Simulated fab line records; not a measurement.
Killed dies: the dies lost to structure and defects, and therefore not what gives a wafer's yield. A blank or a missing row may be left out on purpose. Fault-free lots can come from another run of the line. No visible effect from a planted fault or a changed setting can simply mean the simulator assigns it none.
Chamber matching || flow ritCmos || RIT_CONTACT_ETCH_11 on rieDiel-01 has 4 sister chambers
The step etches SiO2 in CHF3/CF4/Ar, stops on TiSi2, target depth 480 nm, time 320 s. 14 wafers are shown with their chamber, then 7 later ones without.

== WAFERS PAIRED WITH THEIR CHAMBERS ==
{"wafer": "L730.1", "chamber": 0, "throttleValvePct (%)": 8.86, "drypumpMotorCurrentA (A)": 6.3, "oesProductAu (a.u.)": 0.973}
{"wafer": "L730.2", "chamber": 1, "throttleValvePct (%)": 8.75, "drypumpMotorCurrentA (A)": 5.5, "oesProductAu (a.u.)": 0.997}
{"wafer": "L730.6", "chamber": 1, "throttleValvePct (%)": 8.76, "drypumpMotorCurrentA (A)": 5.5, "oesProductAu (a.u.)": 1.000}
{"wafer": "L732.1", "chamber": 2, "throttleValvePct (%)": 8.61, "drypumpMotorCurrentA (A)": 6.1, "oesProductAu (a.u.)": 1.007}
{"wafer": "L732.3", "chamber": 1, "throttleValvePct (%)": 8.76, "drypumpMotorCurrentA (A)": 5.5, "oesProductAu (a.u.)": 0.999}
{"wafer": "L732.6", "chamber": 0, "throttleValvePct (%)": 8.88, "drypumpMotorCurrentA (A)": 6.2, "oesProductAu (a.u.)": 0.971}
{"wafer": "L733.2", "chamber": 2, "throttleValvePct (%)": 8.60, "drypumpMotorCurrentA (A)": 6.2, "oesProductAu (a.u.)": 1.007}
{"wafer": "L733.4", "chamber": 1, "throttleValvePct (%)": 8.75, "drypumpMotorCurrentA (A)": 5.5, "oesProductAu (a.u.)": 1.006}
{"wafer": "L733.6", "chamber": 1, "throttleValvePct (%)": 8.74, "drypumpMotorCurrentA (A)": 5.5, "oesProductAu (a.u.)": 0.999}
{"wafer": "L737.1", "chamber": 0, "throttleValvePct (%)": 8.86, "drypumpMotorCurrentA (A)": 6.3, "oesProductAu (a.u.)": 0.977}
{"wafer": "L737.5", "chamber": 3, "throttleValvePct (%)": 8.70, "drypumpMotorCurrentA (A)": 5.9, "oesProductAu (a.u.)": 0.993}
{"wafer": "L737.6", "chamber": 0, "throttleValvePct (%)": 8.87, "drypumpMotorCurrentA (A)": 6.2, "oesProductAu (a.u.)": 0.980}
{"wafer": "L739.1", "chamber": 3, "throttleValvePct (%)": 8.70, "drypumpMotorCurrentA (A)": 5.9, "oesProductAu (a.u.)": 0.979}
{"wafer": "L739.5", "chamber": 0, "throttleValvePct (%)": 8.87, "drypumpMotorCurrentA (A)": 6.3, "oesProductAu (a.u.)": 0.974}

SIGNATURES (averages over the wafers above)
{"reading": "throttleValvePct", "chamber 0": 8.8680, "chamber 1": 8.7520, "chamber 2": 8.6050, "chamber 3": 8.7000, "scatter within a chamber": 0.00781}
{"reading": "drypumpMotorCurrentA", "chamber 0": 6.260, "chamber 1": 5.500, "chamber 2": 6.150, "chamber 3": 5.900, "scatter within a chamber": 0.0412}
{"reading": "oesProductAu", "chamber 0": 0.97500, "chamber 1": 1.00020, "chamber 2": 1.00700, "chamber 3": 0.98600, "scatter within a chamber": 0.00441}
Rule: for a wafer and a chamber, the distance is found by dividing, reading by reading, the gap between the wafer's reading and the chamber's mean by the reading's scatter, squaring, summing and taking the root. The wafer belongs to the nearest chamber; if the next one is less than 2 further off, it can't be placed. How the scatter is found: for the shown wafers, subtract from each reading the mean of its chamber, square and add these, divide the total by (wafers less chambers), then take the root.

== WAFERS MISSING THEIR CHAMBER ==
{"wafer": "L739.6", "throttleValvePct (%)": 8.69, "drypumpMotorCurrentA (A)": 5.9, "oesProductAu (a.u.)": 0.993}
{"wafer": "L742.1", "throttleValvePct (%)": 8.87, "drypumpMotorCurrentA (A)": 6.2, "oesProductAu (a.u.)": 0.979}
{"wafer": "L742.4", "throttleValvePct (%)": 8.76, "drypumpMotorCurrentA (A)": 5.5, "oesProductAu (a.u.)": 1.000}
{"wafer": "L742.5", "throttleValvePct (%)": 8.69, "drypumpMotorCurrentA (A)": 5.9, "oesProductAu (a.u.)": 0.986}
{"wafer": "L748.1", "throttleValvePct (%)": 8.69, "drypumpMotorCurrentA (A)": 5.9, "oesProductAu (a.u.)": 0.994}
{"wafer": "L748.2", "throttleValvePct (%)": 8.87, "drypumpMotorCurrentA (A)": 6.2, "oesProductAu (a.u.)": 0.974}
{"wafer": "L748.4", "throttleValvePct (%)": 8.60, "drypumpMotorCurrentA (A)": 6.2, "oesProductAu (a.u.)": 0.998}

== THE CHAMBER EACH PASSED THROUGH ==
{"wafer": "L739.6", "from the rows above": 3, "in truth": 3}
{"wafer": "L742.1", "from the rows above": 0, "in truth": 0}
{"wafer": "L742.4", "from the rows above": 1, "in truth": 1}
{"wafer": "L742.5", "from the rows above": 3, "in truth": 3}
{"wafer": "L748.1", "from the rows above": 3, "in truth": 3}
{"wafer": "L748.2", "from the rows above": 0, "in truth": 0}
{"wafer": "L748.4", "from the rows above": 2, "in truth": 2}
Placed correctly: 7 of 7. Not placeable from these rows: 0. 0 placed wrongly.
